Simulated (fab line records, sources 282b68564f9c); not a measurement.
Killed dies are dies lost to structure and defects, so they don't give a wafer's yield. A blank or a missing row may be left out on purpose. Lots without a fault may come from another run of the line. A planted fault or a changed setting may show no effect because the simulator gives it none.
Split-lot experiment | flow rit_cmos | 5 lots, 27 wafers read, on a route of 202 steps

THE SPLIT
At RIT_ACTIVE_ETCH_13 (etches Si3N4 in SF6, stops on SiO2, time 210 s, target depth 210 nm), the setting time_s was moved away from the recipe's 210 s on 12 of the 27 wafers read, by -45.2% to +31.3%. The other wafers ran this setting at the recipe's value.

The reading is taken at the split's own step.

THE READING
NOVOLAK_of_ACTIVE_COAT_06.thk_nm (the simulator's own value, which no gauge read), in nm, at RIT_ACTIVE_ETCH_13 (etches Si3N4 in SF6, stops on SiO2, time 210 s, target depth 210 nm). The file gives no usual value for it. The 15 wafers here that ran the recipe average 656.3 nm, standard deviation 4.3 nm.

wafer  | tool, chamber at the split | time_s as run, s | against the recipe | NOVOLAK_of_ACTIVE_COAT_06.thk_nm, nm | against lot-mates on the recipe
L074.1 | rie_diel-01, 2             | 210              | recipe             | 652.9                                | -
L074.2 | rie_diel-01, 1             | 275.8            | +31.3%             | 583.9                                | -70.5
L074.3 | rie_diel-01, 3             | 275.8            | +31.3%             | 586                                  | -68.4
L074.4 | rie_diel-01, 0             | 275.8            | +31.3%             | 580.7                                | -73.7
L074.5 | rie_diel-01, 2             | 210              | recipe             | 652.5                                | -
L074.6 | rie_diel-01, 3             | 210              | recipe             | 657.7                                | -
L077.1 | rie_diel-04, 3             | 210              | recipe             | 659.9                                | -
L077.2 | rie_diel-04, 2             | 144.3            | -31.3%             | 731.2                                | +69.3
L077.3 | rie_diel-04, 1             | 144.3            | -31.3%             | 728.9                                | +67.0
L077.4 | rie_diel-04, 1             | 144.3            | -31.3%             | 728                                  | +66.1
L077.5 | rie_diel-04, 3             | 210              | recipe             | 661.8                                | -
L077.6 | rie_diel-04, 2             | 210              | recipe             | 664.1                                | -
L078.2 | rie_diel-04, 3             | 210              | recipe             | 662.2                                | -
L078.4 | rie_diel-04, 1             | 210              | recipe             | 655.8                                | -
L078.5 | rie_diel-04, 3             | 210              | recipe             | 659.6                                | -
L080.1 | rie_diel-01, 3             | 115              | -45.2%             | 756.7                                | +105.3
L080.2 | rie_diel-01, 2             | 210              | recipe             | 651.5                                | -
L080.3 | rie_diel-01, 0             | 115              | -45.2%             | 753.9                                | +102.5
L080.4 | rie_diel-01, 1             | 210              | recipe             | 653.7                                | -
L080.5 | rie_diel-01, 3             | 115              | -45.2%             | 752.9                                | +101.5
L080.6 | rie_diel-01, 2             | 210              | recipe             | 649.1                                | -
L081.1 | rie_diel-04, 1             | 248.8            | +18.5%             | 615                                  | -39.6
L081.2 | rie_diel-04, 0             | 248.8            | +18.5%             | 620.3                                | -34.3
L081.3 | rie_diel-04, 3             | 210              | recipe             | 652.7                                | -
L081.4 | rie_diel-04, 2             | 210              | recipe             | 657                                  | -
L081.5 | rie_diel-04, 2             | 248.8            | +18.5%             | 616.1                                | -38.5
L081.6 | rie_diel-04, 3             | 210              | recipe             | 654.1                                | -

THE FIT
A straight line over all 27 wafers: NOVOLAK_of_ACTIVE_COAT_06.thk_nm changes by -2.24 nm for each +1% of time_s; r = -1.00; the points scatter about the line by 4.1 nm.
The same after taking each lot's own level away (the mean of its wafers on the recipe; 27 wafers): -2.23 nm for each +1%; r = -1.00; scatter 2.7 nm.
On that fit, the largest move of time_s shifts the reading by 1e+02 nm.
The lots' own levels span 651.43 to 661.93 nm, that is 2.4 times the standard deviation above.
So the lot-to-lot level changes the slope little: the two slopes agree.
Check: with one of the wafers moved furthest among these (-45.2%) left out of the fit, the line predicts +100 nm for it against its lot-mates. It came out at +105 nm against them.
Tool readings at the split's step, against how far the setting was moved: oes_product_au r = -0.89.

THE WHOLE CHAIN: every reading that the file lists as answering this split, in the file's order
step               | what it does                                                        | reading                                                                             | change (the file's fit)                                                              | r (the file's)
RIT_ACTIVE_ETCH_13 | etches Si3N4 in SF6, stops on SiO2, time 210 s, target depth 210 nm | oes_product_au                                                                      | not straight: 1.016 at the lowest setting, 0.819 at the recipe, 0.813 at the highest | not given
RIT_ACTIVE_ETCH_13 | etches Si3N4 in SF6, stops on SiO2, time 210 s, target depth 210 nm | SiO2_of_ACTIVE_OXIDATION_01.thk_nm (the simulator's own value, which no gauge read) | not straight: 43.53 at the lowest setting, 45.34 at the recipe, 23.36 at the highest | not given
RIT_ACTIVE_ETCH_13 | etches Si3N4 in SF6, stops on SiO2, time 210 s, target depth 210 nm | NOVOLAK_of_ACTIVE_COAT_06.thk_nm (the simulator's own value, which no gauge read)   | -2.23 nm for each +1% of the setting                                                 | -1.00
RIT_ACTIVE_ETCH_13 | etches Si3N4 in SF6, stops on SiO2, time 210 s, target depth 210 nm | etch.depth_nm (the simulator's own value, which no gauge read)                      | not straight: 116.4 at the lowest setting, 149.3 at the recipe, 149.5 at the highest | not given
RIT_M1_PROBE_99    |                                                                     | etest.pplus_sal.width_nm (the simulator's own value, which no gauge read)           | not straight: 3913 at the lowest setting, 3453 at the recipe, 3443 at the highest    | not given
RIT_M1_PROBE_99    |                                                                     | etest.nplus_sal.width_nm (the simulator's own value, which no gauge read)           | not straight: 3912 at the lowest setting, 3449 at the recipe, 3448 at the highest    | not given

THE FILE'S OWN FIT
NOVOLAK_of_ACTIVE_COAT_06.thk_nm changes by -2.23 nm for each +1% of time_s, r = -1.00.
